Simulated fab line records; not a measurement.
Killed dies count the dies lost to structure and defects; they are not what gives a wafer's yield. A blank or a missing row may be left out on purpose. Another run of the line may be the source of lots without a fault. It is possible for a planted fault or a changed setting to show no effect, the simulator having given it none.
Comparing a struck lot with a sound one	flow berkeleyCmos170	15 steps out of a route of 331
Sound: these wafers, L191.3, L191.4, L191.5. Wafers struck: L199.2, L199.5, L199.6. Last of all comes the cause.
Order at every step that has rows: each side's tool, ch and its chambers, its first start. Under that, the readings that differ: sound wafers	struck wafers	difference of the means	sigmas: that difference in standard deviations of wafers without a fault.
alike: a reading whose means differ by less than 2 such deviations, as well as words and numbers matching on both sides. not compared: withheld readings; readings where some wafer has no value; bounds like >300 that might hide an equal value; numbers whose values overlap and for which the record gives no deviation.
Wherever a step has rows on one side only, a row that says differs or no value, or a row with sigmas, the two part there. Numbers that don't overlap but have no deviation are shown without sigmas and don't part them. Lack of a reading on every wafer of one side parts them only where that side has two or more wafers.

first, 4 steps without rows for these wafers: UCB170_NSD_CLEAN_11 (cleans in SPM, time 600 s); UCB170_BACKSIDE_HMDS_00 (prime time 60 s); UCB170_BACKSIDE_COAT_01 (resist thk 900 nm); UCB170_BACKSIDE_SOFTBAKE_02 (time 60 s).
UCB170_BACKSIDE_STRIP_03: strips in O2.
  sound on plasmaAsher-04 ch 0,1, day 6 14:01; struck on plasmaAsher-03 ch 0,1, day 8 09:53
  alike: drypumpMotorCurrentA, oesProductAu, stripTimeToEndpointS
  not compared: rfHoursCounterH
then, 1 step without rows for these wafers: UCB170_BACKSIDE_CLEAN_04 (cleans in SPM, time 600 s).
UCB170_SDANNEAL_RTA_00: time 10 s.
  sound on rtpAnneal-01 ch 0, day 6 15:00; struck on rtpAnneal-01 ch 0, day 8 10:10
  alike: annealTempCMax, lampPowerPct, wafer_temp_C_max
UCB170_SDANNEAL_RTA_01: time 5 s.
  sound on rtpAnneal-01 ch 0, day 6 15:04; struck on rtpAnneal-01 ch 0, day 8 10:14
  alike: annealTempCMax, lampPowerPct, wafer_temp_C_max
UCB170_SDANNEAL_RS_MEAS_02: a four-point-probe measurement.
  sound on filmMetro-03, day 6 15:10; struck on filmMetro-02, day 8 10:18
  alike: PSD_RS
UCB170_SDANNEAL_RS_MEAS_03: a four-point-probe measurement.
  sound on filmMetro-03, day 6 15:17; struck on filmMetro-02, day 8 10:25
  alike: NSD_RS
UCB170_SDANNEAL_RS_MEAS_04: a four-point-probe measurement.
  sound on filmMetro-03, day 6 15:24; struck on filmMetro-02, day 8 10:32
reading	sound	struck	difference	sigmas
PLDD_RS (ohm/sq)	1035.2 1031.5 1032.4	1026.1 1027.1 1028.7	-5.7	-2
UCB170_SDANNEAL_RS_MEAS_05: a four-point-probe measurement.
  sound on filmMetro-03, day 6 15:31; struck on filmMetro-02, day 8 10:40
  alike: NLDD_RS
UCB170_SILICIDE_PRE_CLEAN_00: preclean etch time 60 s.
  sound on pvdSputter-04, day 6 15:36; struck on pvdSputter-04, day 8 10:46
reading	sound	struck	difference	sigmas
precleanEtchTimeS (s)	60 60 60	- - -	no value on the struck wafers	
UCB170_SILICIDE_SPUTTER_01: material Ti, target thk 30 nm, time 25 s.
  sound on pvdSputter-04, day 6 15:40; struck on pvdSputter-04, day 8 10:50
  alike: chamberPressurePa, throttleValvePct
UCB170_M3_PROBE_99:
  rows exist in the record for the sound wafers here (prober-01, day 7 18:01), none for the struck ones

## WHERE THEY PART
Last at UCB170_M3_PROBE_99 as far as this record goes, first at UCB170_SDANNEAL_RS_MEAS_04.

WHY: what the simulator had put in
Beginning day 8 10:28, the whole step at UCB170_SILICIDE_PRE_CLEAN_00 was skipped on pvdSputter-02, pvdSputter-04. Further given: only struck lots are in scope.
